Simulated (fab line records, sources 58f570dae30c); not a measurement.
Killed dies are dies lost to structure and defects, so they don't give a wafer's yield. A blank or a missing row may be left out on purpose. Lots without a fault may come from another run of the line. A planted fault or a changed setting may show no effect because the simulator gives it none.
Which tool did it? | flow berkeley_cmos170 | 6 lots, 18 wafers sampled, at 2 steps of a route of 331

WHAT THE GAUGES READ, wafer by wafer
UCB170_PWELL_TW_MEAS_17.
lot  | measured    | on            | PWELL_TW
L822 | day 4 02:46 | film_metro-01 | 379 378 377
L823 | day 4 03:00 | film_metro-02 | 375 372 374
L832 | day 5 18:31 | film_metro-02 | 372 371 369
L835 | day 6 07:23 | film_metro-02 | 369 368 369
L839 | day 7 10:29 | film_metro-01 | 380 379 380
L841 | day 7 18:02 | film_metro-04 | 383 387 386

WHICH TOOL RAN EACH LOT (tool, then ch and the chambers of the sampled wafers, then the start)
lot  | UCB170_ZERO_ETCH_06
L822 | rie_diel-02 ch 0,1,3, day 2 06:44
L823 | rie_diel-02 ch 0,2,3, day 2 15:38
L832 | rie_diel-03 ch 0,1,3, day 4 06:49
L835 | rie_diel-03 ch 0,1,3, day 4 21:50
L839 | rie_diel-01 ch 1,3, day 5 19:57
L841 | rie_diel-01 ch 0,1, day 6 04:54
- UCB170_ZERO_ETCH_06: etches SiO2 in CHF3/CF4/Ar, time 12 s.

THE ANSWER, worked out from the rows above alone
Rule: what is usual is taken from the lots themselves. Put in order of their means at a reading, lots are off if they are a third of the lots or fewer, leave a main group of 4 or more, and stand apart from it by a gap of 3 or more times the standard deviation of the main group's means; of several such gaps the widest counts. A main group whose means are all the same, to the digits that the tables above print for the reading, isn't used. A lot without any number at a reading at which 4 lots or more have one is off too. The other lots that the step has rows for count as sound.
No lot is off at any reading shown: from this, nothing can be told.

WHAT THE SIMULATOR HAD PUT IN
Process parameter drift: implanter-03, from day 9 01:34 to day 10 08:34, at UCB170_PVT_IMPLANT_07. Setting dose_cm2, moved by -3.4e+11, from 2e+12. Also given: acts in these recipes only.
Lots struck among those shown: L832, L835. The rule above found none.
